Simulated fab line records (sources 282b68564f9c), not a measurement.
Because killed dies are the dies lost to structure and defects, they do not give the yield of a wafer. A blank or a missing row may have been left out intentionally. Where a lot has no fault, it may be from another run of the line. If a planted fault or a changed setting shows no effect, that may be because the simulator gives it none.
A struck lot beside a sound one ; flow rit cmos ; 17 steps out of a route of 202
Sound: wafers L490.1, L490.2, L490.6. Struck: wafers L498.1, L498.2, L498.5. At the end, the cause is stated.
Order at every step that has rows: each side's tool, ch and its chambers, its first start. Under that, the readings that differ: sound wafers ; struck wafers ; difference of the means ; sigmas: that difference in standard deviations of wafers without a fault.
alike: words and numbers the same on both sides, and readings whose means are apart by under 2 such deviations; not compared: readings that were withheld, readings missing a value for some wafer, numbers with overlapping values and no deviation given by the record, and bounds like >300 which may hide the same value.
The two part at a step that has a row with sigmas, a row that says differs or no value, or rows on one side only. Non-overlapping numbers with no deviation appear without sigmas and do not part them. Lack of a reading on every wafer of one side parts them only where that side has two or more wafers.

first, 1 step without rows for these wafers: RIT_PSD_IMPLANT_08.
RIT_PSD_STRIP_09: strips in O2, time 180 s.
  sound on plasma asher-04 ch 0,1, day 4 14:34; struck on plasma asher-04 ch 0,1, day 6 11:46
  alike: drypump motor current A, o2 flow sccm
  not compared: rf hours counter h
RIT_PSD_TW_MEAS_10:
  sound on film metro-04, day 4 14:44; struck on film metro-02, day 6 11:56
  alike: PSD_TW
then, 3 steps without rows for these wafers: RIT_SDANNEAL_CLEAN_00 (cleans in SC1, time 600 s); RIT_SDANNEAL_CLEAN_01 (cleans in dHF, time 30 s); RIT_SDANNEAL_CLEAN_02 (cleans in SC2, time 600 s).
RIT_SDANNEAL_RTA_03: time 5 s.
  sound on rtp anneal-01 ch 0, day 4 15:10; struck on rtp anneal-01 ch 0, day 6 12:23
  alike: anneal temp c max, wafer_temp_C_max
RIT_SDANNEAL_RS_MEAS_04: the measuring method here is four-point-probe.
  sound on film metro-02, day 4 15:13; struck on film metro-02, day 6 12:26
  alike: PSD_RS
RIT_SDANNEAL_RS_MEAS_05: the measuring method here is four-point-probe.
  sound on film metro-02, day 4 15:20; struck on film metro-02, day 6 12:34
  alike: NSD_RS
RIT_SDANNEAL_RS_MEAS_06: the measuring method here is four-point-probe.
  sound on film metro-02, day 4 15:28; struck on film metro-02, day 6 12:41
  alike: PLDD_RS
RIT_SDANNEAL_RS_MEAS_07: the measuring method here is four-point-probe.
  sound on film metro-02, day 4 15:35; struck on film metro-02, day 6 12:48
  alike: NLDD_RS
then, 1 step without rows for these wafers: RIT_SILICIDE_WET_ETCH_00 (etches SiO2 in BOE, target depth 14 nm, time 15 s).
RIT_SILICIDE_SPUTTER_01: material Ti, target thk 30 nm, time 240 s.
  sound on pvd sputter-02, day 4 15:43; struck on pvd sputter-02, day 6 12:56
reading;sound;struck;difference;sigmas
model.Ti_of_SILICIDE_SPUTTER_01.thk nm (nm);29.91 30.22 30.13;26.06 25.93 25.83;-4.15;
  alike: throttle valve pct
RIT_SILICIDE_RS_MEAS_02: the measuring method here is four-point-probe.
  sound on film metro-03, day 4 15:52; struck on film metro-04, day 6 13:05
reading;sound;struck;difference;sigmas
SILICIDE_TI_RS (ohm/sq);48.1 47.6 47.7;57.2 57.5 57.9;+9.7;+18
RIT_SILICIDE_THK_MEAS_03: measures by xrf.
  sound on film metro-03, day 4 15:59; struck on film metro-04, day 6 13:13
reading;sound;struck;difference;sigmas
SILICIDE_TI_THK (nm);29.2 29.7 29.4;25.7 25.4 25.4;-3.9;-12
RIT_SILICIDE_RTA_04: time 10 s, ramp up 5 s, ramp down 5 s.
  sound on rtp anneal-02 ch 0, day 4 16:02; struck on rtp anneal-02 ch 0, day 6 13:16
  alike: anneal temp c max, wafer_temp_C_max
RIT_M1_PROBE_99:
  sound on prober-02, day 4 22:36; struck on prober-02, day 6 19:58
reading;sound;struck;difference;sigmas
model.etest.npoly line.line ohm um;174.6 175.1 176.2;178.9 180.5 181.8;+5.1;
model.etest.contact nplus.end ohm um;41.21 40.96 40.82;37.87 37.52 37.45;-3.38;
model.etest.contact pplus.end ohm um;42.17 42.91 42.24;39.59 39.46 40.5;-2.59;
model.etest.npoly line.rs ohm sq;16.98 17.07 17;18.86 19.01 19;+1.94;
model.etest.ppoly line.rs ohm sq;16.43 16.4 16.39;18.4 18.31 18.31;+1.9;
model.etest.npoly sal.rs ohm sq;4.361 4.352 4.366;4.911 5.004 4.987;+0.608;
model.etest.ppoly sal.rs ohm sq;4.335 4.264 4.322;4.857 4.929 4.952;+0.606;
  alike: killed at contacts, killed at front end, killed dies, killed open, killed short
  not compared: model.etest.ppoly line.line ohm um

== WHERE THEY PART ==
Earliest at RIT_SILICIDE_RS_MEAS_02; latest, in this record, at RIT_SILICIDE_THK_MEAS_03. Later steps at which nothing parts them and some readings are alike: RIT_SILICIDE_RTA_04, RIT_M1_PROBE_99.

WHY: whatever the simulator had introduced
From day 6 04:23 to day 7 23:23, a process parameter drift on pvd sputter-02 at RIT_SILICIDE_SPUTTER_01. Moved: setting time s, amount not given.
